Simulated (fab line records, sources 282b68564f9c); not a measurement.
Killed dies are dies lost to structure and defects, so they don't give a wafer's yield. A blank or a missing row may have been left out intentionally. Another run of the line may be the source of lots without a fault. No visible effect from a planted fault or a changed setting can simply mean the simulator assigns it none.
What tool caused it? :: flow rit-cmos :: Sampling: 9 lots, 27 wafers, 2 of 202 route steps

WHAT THE GAUGES READ, wafer by wafer
RIT_M1_CD_MEAS_09 targets a cd of 2600 nm.
lot: L612
measured: day 3 12:50
on: cd-sem-01
cd-nm (nm): 2599.6 2601.8 2601.6

lot: L613
measured: day 3 20:02
on: cd-sem-01
cd-nm (nm): 2602.4 2600.7 2601.2

lot: L614
measured: day 3 23:25
on: cd-sem-02
cd-nm (nm): 2600.8 2599.7 2595.5

lot: L622
measured: day 5 10:38
on: cd-sem-02
cd-nm (nm): 2606.1 2607.6 2606.6

lot: L623
measured: day 5 15:31
on: cd-sem-01
cd-nm (nm): 2602.8 2603.0 2604.1

lot: L624
measured: day 5 20:09
on: cd-sem-01
cd-nm (nm): 2593.7 2595.5 2597.1

lot: L628
measured: day 6 16:42
on: cd-sem-02
cd-nm (nm): 2598.7 2598.1 2595.4

lot: L629
measured: day 7 00:50
on: cd-sem-02
cd-nm (nm): 2597.2 2598.8 2597.2

lot: L634
measured: day 8 02:38
on: cd-sem-01
cd-nm (nm): 2598.4 2601.1 2599.6

TOOL THAT RAN EACH LOT (tool first, then ch and the chambers of the sampled wafers, then the start)
lot: L612
RIT_M1_DEVELOP_08: litho-track-03 ch 0, day 3 12:00

lot: L613
RIT_M1_DEVELOP_08: litho-track-04 ch 0, day 3 19:00

lot: L614
RIT_M1_DEVELOP_08: litho-track-03 ch 0, day 3 23:00

lot: L622
RIT_M1_DEVELOP_08: litho-track-03 ch 0, day 5 10:00

lot: L623
RIT_M1_DEVELOP_08: litho-track-03 ch 0, day 5 15:00

lot: L624
RIT_M1_DEVELOP_08: litho-track-02 ch 0, day 5 19:00

lot: L628
RIT_M1_DEVELOP_08: litho-track-04 ch 0, day 6 16:00

lot: L629
RIT_M1_DEVELOP_08: litho-track-04 ch 0, day 7 00:00

lot: L634
RIT_M1_DEVELOP_08: litho-track-02 ch 0, day 8 02:00
- RIT_M1_DEVELOP_08: develop time 68 s.

THE ANSWER, worked out from the rows above alone
Rule: the usual values come from the lots themselves. The widest of any qualifying gaps counts: lots, ordered by their means at a reading, are off when they make up no more than a third of the lots, leave a main group of 4 or more, and stand apart from it by 3 or more times the standard deviation of that group's means. A main group is skipped when, at the precision printed for the reading in the tables above, its means are all equal. A lot without any number at a reading at which 4 lots or more have one is off too. All remaining lots with rows at the step are treated as sound.
No lot is off on any of the readings shown, so nothing can be concluded from this.

WHAT THE SIMULATOR PUT IN
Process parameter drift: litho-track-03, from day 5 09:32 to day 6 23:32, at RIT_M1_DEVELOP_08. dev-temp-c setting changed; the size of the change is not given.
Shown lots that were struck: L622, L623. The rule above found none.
